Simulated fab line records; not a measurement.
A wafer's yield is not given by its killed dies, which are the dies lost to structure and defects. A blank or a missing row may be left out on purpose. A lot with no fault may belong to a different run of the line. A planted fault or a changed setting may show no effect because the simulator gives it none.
Which of the tools did it? | flow berkeleyCmos170 | 7 lots, 21 wafers sampled, at 4 steps of a route of 331

## WHAT THE GAUGES SHOWED, per wafer
UCB170_NSD_CD_MEAS_06: the cd target is 1200 nm.
lot  | measured     | on       | cdNm (nm)
L358 | day 7 06:56  | cdSem-02 | 1200.9 1201.5 1201.6
L362 | day 8 03:09  | cdSem-01 | 1201.3 1200.3 1199.8
L368 | day 9 12:37  | cdSem-01 | 1198.4 1198.9 1198.6
L369 | day 9 18:59  | cdSem-01 | 1199.0 1200.4 1200.0
L371 | day 10 04:43 | cdSem-02 | 1201.6 1201.5 1202.4
L376 | day 11 07:06 | cdSem-02 | 1201.1 1200.8 1202.0
L377 | day 11 16:55 | cdSem-01 | 1201.2 1200.6 1201.0

## WHICH TOOL RAN EACH LOT (tool, then ch and the chambers of the sampled wafers, then the start)
lot  | UCB170_NLDD_STRIP_10                | UCB170_PSD_COAT_01               | UCB170_PSD_STRIP_09
L358 | plasmaAsher-04 ch 0,1, day 6 20:39  | lithoTrack-03 ch 0, day 7 02:58  | plasmaAsher-04 ch 0,1, day 7 04:23
L362 | plasmaAsher-04 ch 0,1, day 7 19:34  | lithoTrack-03 ch 0, day 8 00:50  | plasmaAsher-01 ch 0,1, day 8 01:52
L368 | plasmaAsher-04 ch 0,1, day 9 04:20  | lithoTrack-03 ch 0, day 9 10:20  | plasmaAsher-01 ch 0,1, day 9 11:26
L369 | plasmaAsher-04 ch 0,1, day 9 10:14  | lithoTrack-02 ch 0, day 9 16:32  | plasmaAsher-04 ch 0,1, day 9 17:38
L371 | plasmaAsher-03 ch 0,1, day 9 19:15  | lithoTrack-03 ch 0, day 10 00:38 | plasmaAsher-03 ch 0,1, day 10 02:17
L376 | plasmaAsher-04 ch 0,1, day 10 22:47 | lithoTrack-01 ch 0, day 11 03:15 | plasmaAsher-01 ch 0,1, day 11 04:25
L377 | plasmaAsher-03 ch 0,1, day 11 08:20 | lithoTrack-02 ch 0, day 11 14:18 | plasmaAsher-01 ch 0,1, day 11 15:31
- UCB170_NLDD_STRIP_10: strips in O2.
- UCB170_PSD_COAT_01: resist thk 900 nm.
- UCB170_PSD_STRIP_09: strips in O2.

## THE ANSWER, worked out from the rows above alone
Rule: usual is defined by the lots themselves. The widest of any qualifying gaps counts: lots, ordered by their means at a reading, are off when they make up no more than a third of the lots, leave a main group of 4 or more, and stand apart from it by 3 or more times the standard deviation of that group's means. Not used: any main group whose means are identical at the precision the tables above print for the reading. A lot without any number at a reading at which 4 lots or more have one is off too. Any other lot the step has rows for is counted as sound.
No lot is off at any reading shown: from this, nothing can be told.

## WHAT THE SIMULATOR HAD INSERTED
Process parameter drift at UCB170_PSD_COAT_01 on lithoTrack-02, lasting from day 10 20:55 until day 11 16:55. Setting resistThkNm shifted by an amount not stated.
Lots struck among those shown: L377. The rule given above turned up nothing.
